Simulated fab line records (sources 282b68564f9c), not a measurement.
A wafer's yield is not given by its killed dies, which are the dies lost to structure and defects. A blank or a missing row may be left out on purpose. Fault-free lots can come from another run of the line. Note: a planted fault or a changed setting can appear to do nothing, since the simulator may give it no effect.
Split-lot study | flow ritCmos | route with 202 steps; 5 lots, 23 wafers read

THE SPLIT ITSELF
At RIT_ACTIVE_OXIDATION_01 (target thk 46.8 nm, ox time 3360 s), the setting tempC was moved away from the recipe's 1000 C on 20 of the 23 wafers read, by -3.0% to +1.8%. The other wafers ran this setting at the recipe's value.

Between the split and the reading, the file records no step.

THE READING
ACTIVE_OXIDE_THK, in nm, at RIT_ACTIVE_THK_MEAS_02. A value of 46.6 nm with a standard deviation of 0.81 nm is what fault-free wafers of this fab line usually give.

wafer  | tool, chamber at the split | tempC as run, C | against the recipe | ACTIVE_OXIDE_THK, nm | against lot-mates on the recipe
L076.1 | -, -                       | 1018            | +1.8%              | 55.0                 | no lot-mate on the recipe
L076.2 | -, -                       | 1018            | +1.8%              | 55.5                 | no lot-mate on the recipe
L076.3 | -, -                       | 1018            | +1.8%              | 55.9                 | no lot-mate on the recipe
L076.5 | -, -                       | 1018            | +1.8%              | 55.5                 | no lot-mate on the recipe
L076.6 | -, -                       | 1018            | +1.8%              | 56.0                 | no lot-mate on the recipe
L078.1 | -, -                       | 970.4           | -3.0%              | 36.2                 | no lot-mate on the recipe
L078.2 | -, -                       | 970.4           | -3.0%              | 35.9                 | no lot-mate on the recipe
L078.3 | -, -                       | 970.4           | -3.0%              | 35.9                 | no lot-mate on the recipe
L078.5 | -, -                       | 970.4           | -3.0%              | 34.4                 | no lot-mate on the recipe
L078.6 | -, -                       | 970.4           | -3.0%              | 36.2                 | no lot-mate on the recipe
L079.1 | -, -                       | 1010            | +1.0%              | 51.9                 | no lot-mate on the recipe
L079.3 | -, -                       | 1010            | +1.0%              | 52.8                 | no lot-mate on the recipe
L079.4 | -, -                       | 1010            | +1.0%              | 51.9                 | no lot-mate on the recipe
L079.5 | -, -                       | 1010            | +1.0%              | 52.4                 | no lot-mate on the recipe
L079.6 | -, -                       | 1010            | +1.0%              | 52.2                 | no lot-mate on the recipe
L084.2 | furnace-01, 0              | 1000            | recipe             | 46.2                 | -
L084.4 | furnace-01, 0              | 1000            | recipe             | 46.2                 | -
L084.5 | furnace-01, 0              | 1000            | recipe             | 46.4                 | -
L085.1 | -, -                       | 1013            | +1.3%              | 52.0                 | no lot-mate on the recipe
L085.2 | -, -                       | 1013            | +1.3%              | 52.8                 | no lot-mate on the recipe
L085.3 | -, -                       | 1013            | +1.3%              | 52.6                 | no lot-mate on the recipe
L085.4 | -, -                       | 1013            | +1.3%              | 53.0                 | no lot-mate on the recipe
L085.5 | -, -                       | 1013            | +1.3%              | 53.0                 | no lot-mate on the recipe

THE FIT
A straight line over all 23 wafers: ACTIVE_OXIDE_THK changes by +4.13 nm for each +1% of tempC; r = +0.99; the points scatter about the line by 0.79 nm.
Too few moved wafers with a lot-mate on the recipe to fit a line net of each lot's own level.

THE WHOLE CHAIN: every reading that the file lists as answering this split, in the file's order
step                    | what it does                                            | reading                                                                            | change (the file's fit)              | r (the file's)
RIT_ACTIVE_OXIDATION_01 | target thk 46.8 nm, ox time 3360 s                      | SiO2_of_ACTIVE_OXIDATION_01.thkNm (the simulator's own value, which no gauge read) | +4.13 nm for each +1% of the setting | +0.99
RIT_ACTIVE_THK_MEAS_02  |                                                         | ACTIVE_OXIDE_THK                                                                   | +4.13 for each +1% of the setting    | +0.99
RIT_FOX2_WET_ETCH_03    | etches Si3N4 in H3PO4, target depth 195 nm, time 2700 s | SiO2_of_ACTIVE_OXIDATION_01.thkNm (the simulator's own value, which no gauge read) | +3.61 nm for each +1% of the setting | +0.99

FILE'S OWN FIT
ACTIVE_OXIDE_THK changes by +4.13 nm for each +1% of tempC, r = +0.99.
